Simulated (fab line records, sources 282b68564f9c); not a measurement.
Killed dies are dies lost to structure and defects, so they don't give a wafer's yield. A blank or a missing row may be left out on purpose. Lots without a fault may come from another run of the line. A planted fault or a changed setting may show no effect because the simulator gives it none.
A struck lot beside a sound one | flow rit_cmos | 21 steps out of a route of 202
Sound: wafers L490.2, L490.5, L490.6. Struck: wafers L497.1, L497.3, L497.4. The cause comes at the end.
At each step with rows: each side's tool, then ch and its chambers, then its first start. Under that, the readings that differ: sound wafers | struck wafers | difference of the means | sigmas: that difference in standard deviations of wafers without a fault.
alike: readings whose means differ by less than 2 such deviations, and words and numbers that are the same on both sides. not compared: withheld readings, readings that some wafer has no value for, bounds like >300 that may hide the same value, and numbers for which the record gives no deviation and whose values overlap.
The two part at a step that has a row with sigmas, a row that says differs or no value, or rows on one side only. Numbers that don't overlap but have no deviation are shown without sigmas and don't part them. A reading that every wafer of one side lacks parts them only if that side has two wafers or more.

RIT_ACTIVE_BOW_MEAS_00:
  sound on film_metro-03, day 1 10:01; struck on film_metro-03, day 2 21:00
  alike: INCOMING_BOW
then, 1 step without rows for these wafers: RIT_ACTIVE_OXIDATION_01 (target thk 46.8 nm, ox time 3360 s).
RIT_ACTIVE_THK_MEAS_02:
  sound on film_metro-03, day 1 12:25; struck on film_metro-01, day 2 23:22
  alike: ACTIVE_OXIDE_THK
RIT_ACTIVE_CVD_03: deposits Si3N4 from SiH2Cl2/NH3, target thk 150 nm, time 1500 s.
  sound on lpcvd-02 ch 1, day 1 12:28; struck on lpcvd-01 ch 1, day 2 23:26
  reading                 | sound          | struck         | difference | sigmas
  zone_power_load_pct (%) | 24.2 24.2 24.5 | 17.7 17.5 17.7 | -6.7       | -2
  alike: spike_tc_load_C, zone_power_centre_pct
RIT_ACTIVE_THK_MEAS_04:
  sound on film_metro-04, day 1 13:53; struck on film_metro-04, day 3 01:47
  reading                 | sound             | struck            | difference | sigmas
  ACTIVE_NITRIDE_THK (nm) | 150.6 152.2 151.3 | 132.6 132.3 130.6 | -19.5      | -15
  not compared: hold
then, 5 steps without rows for these wafers: RIT_ACTIVE_COAT_06 (resist thk 1000 nm); RIT_ACTIVE_SOFTBAKE_07 (time 60 s); RIT_ACTIVE_EXPOSE_08 (exposes mask M1, target cd 1400 nm); RIT_ACTIVE_PEB_09; RIT_ACTIVE_DEVELOP_10 (develop time 50 s).
RIT_ACTIVE_CD_MEAS_11: target cd 1400 nm.
  sound on cd_sem-02, day 1 14:56; struck on cd_sem-02, day 3 07:16
  alike: cd_nm
then, 1 step without rows for these wafers: RIT_ACTIVE_HARDBAKE_12 (time 60 s).
RIT_ACTIVE_ETCH_13: etches Si3N4 in SF6, stops on SiO2, time 210 s, target depth 210 nm.
  sound on rie_diel-04 ch 1,3, day 1 15:11; struck on rie_diel-04 ch 0,2,3, day 3 07:39
  reading               | sound             | struck            | difference | sigmas
  oes_product_au (a.u.) | 0.829 0.824 0.826 | 0.781 0.771 0.759 | -0.056     | -4
  alike: SF6_flow_sccm, drypump_motor_current_A, rf_fwd_power_W, throttle_valve_pct
  not compared: rf_hours_counter_h
RIT_ACTIVE_STRIP_14: strips in O2, time 180 s.
  sound on plasma_asher-02 ch 0,1, day 1 15:19; struck on plasma_asher-02 ch 0,1, day 3 07:47
  alike: drypump_motor_current_A
  not compared: rf_hours_counter_h
RIT_ACTIVE_CD_MEAS_90: target cd 1400 nm.
  sound on cd_sem-01, day 1 15:31; struck on cd_sem-01, day 3 08:05
  alike: cd_nm
then, 3 steps without rows for these wafers: RIT_ACTIVE_CLEAN_15 (cleans in SC1, time 600 s); RIT_ACTIVE_CLEAN_16 (cleans in dHF, time 30 s); RIT_ACTIVE_CLEAN_17 (cleans in SC2, time 600 s).
RIT_FOX1_OXIDATION_00: target thk 350.7 nm, ox time 1130 s.
  sound on furnace-01 ch 0, day 1 15:58; struck on furnace-04 ch 0, day 3 09:14
  reading                                     | sound             | struck            | difference | sigmas
  model.SiO2_of_FOX1_OXIDATION_00.thk_nm (nm) | 353.6 359.6 353.4 | 343.7 347.5 346.8 | -9.5       |
  alike: spike_tc_load_C, tube_center_temp_C_max, zone_power_centre_pct, zone_power_load_pct
RIT_FOX1_THK_MEAS_01:
  sound on film_metro-02, day 1 17:18; struck on film_metro-02, day 3 10:33
  alike: FOX1_OXIDE_THK
RIT_M1_PROBE_99:
  the record has rows for the struck wafers here (prober-02, day 5 09:07) and none for the sound ones

WHERE THEY PART
First at RIT_ACTIVE_CVD_03; last, within this record, at RIT_M1_PROBE_99.

WHY: what the simulator had put in
Site profile drift: lpcvd-01, from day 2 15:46 on, at RIT_ACTIVE_CVD_03. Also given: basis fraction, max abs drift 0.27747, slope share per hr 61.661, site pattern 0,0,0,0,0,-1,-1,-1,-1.
